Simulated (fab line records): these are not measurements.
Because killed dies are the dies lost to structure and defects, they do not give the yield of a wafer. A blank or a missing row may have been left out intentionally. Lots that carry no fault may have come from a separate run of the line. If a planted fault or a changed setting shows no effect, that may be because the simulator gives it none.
2 desks looking at one fault :: flow berkeley cmos170 :: every desk sees just its own numbers, and what lay behind them comes last

## AT THE METROLOGY DESK
Lot by lot, what the gauges showed, no matter which tool ran the lot: averages of those sampled wafers that carry a number. Any lot whose mean is over 4 standard deviations away from the usual mean is out of limits and marked OUT; that distance is given in the brackets.
Columns: A = SILICIDE_TI_RS at UCB170_SILICIDE_RS_MEAS_02, usual 26.1 ohm/sq; B = SILICIDE_TI_THK at UCB170_SILICIDE_THK_MEAS_03, usual 30.1 nm
lot: L977
first seen here: day 7 11:45
A: 25.4
B: 30.4

lot: L980
first seen here: day 8 09:05
A: 25.9
B: 30.3

lot: L982
first seen here: day 8 09:23
A: 25.8
B: 30.5

lot: L981
first seen here: day 8 09:34
A: 26.0
B: 30.3

lot: L979
first seen here: day 8 09:41
A: 25.9
B: 30.4

lot: L984
first seen here: day 9 08:58
A: 25.4
B: 30.8

lot: L985
first seen here: day 9 09:07
A: 26.2
B: 30.1

lot: L983
first seen here: day 9 09:54
A: 25.9
B: 30.6

lot: L989
first seen here: day 9 17:10
A: 23.1 (-9.1) OUT
B: 33.6 (+10) OUT

lot: L990
first seen here: day 9 17:49
A: 23.0 (-9.4) OUT
B: 33.7 (+11) OUT

lot: L994
first seen here: day 11 02:40
A: 26.0
B: 30.1

lot: L995
first seen here: day 11 07:35
A: 26.3
B: 29.9

lot: L996
first seen here: day 11 22:20
A: 26.3
B: 29.8

lot: L999
first seen here: day 12 08:26
A: 26.4
B: 30.0
Finding of this desk: L989, L990 out of limits, first seen on L989 at day 9 17:10 (SILICIDE_TI_RS at UCB170_SILICIDE_RS_MEAS_02). L977, L980, L982, L981, L979, L984, L985, L983, L994, L995, L996, L999: within limits.

## THE TOOL OWNER'S DESK: pvd sputter-04
The tool's own readings at UCB170_SILICIDE_SPUTTER_01 (material Ti, target thk 30 nm, time 25 s): means of the sampled wafers that have a number, for each lot that ran on this tool. Any lot whose mean is over 4 standard deviations away from the usual mean is out of limits and marked OUT; that distance is given in the brackets.
Columns: A = throttle valve pct at UCB170_SILICIDE_SPUTTER_01, usual 30.0 %
lot: L977
first seen here: day 7 11:43
A: 30.6

lot: L981
first seen here: day 8 09:32
A: 29.6

lot: L989
first seen here: day 9 17:08
A: 30.4

lot: L990
first seen here: day 9 17:47
A: 30.2
Finding of this desk: none of the 4 lots has anything out of limits.

## TAKEN TOGETHER
L989, L990 would have let the metrology desk raise an alarm at day 9 17:10.
Nothing out of limits was seen by the tool owner's desk.
Tool owner's desk: L989, L990 on record, inside its limits.
Of the lots named, all ran UCB170_SILICIDE_SPUTTER_01 on pvd sputter-04.

## WHAT THE SIMULATOR HAD PUT IN
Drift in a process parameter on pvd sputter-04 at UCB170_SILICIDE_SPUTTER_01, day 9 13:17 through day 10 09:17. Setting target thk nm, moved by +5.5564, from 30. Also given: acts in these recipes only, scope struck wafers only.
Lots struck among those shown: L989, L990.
Hours from the fault's start to each desk's first reading out of limits: the metrology desk, 4.
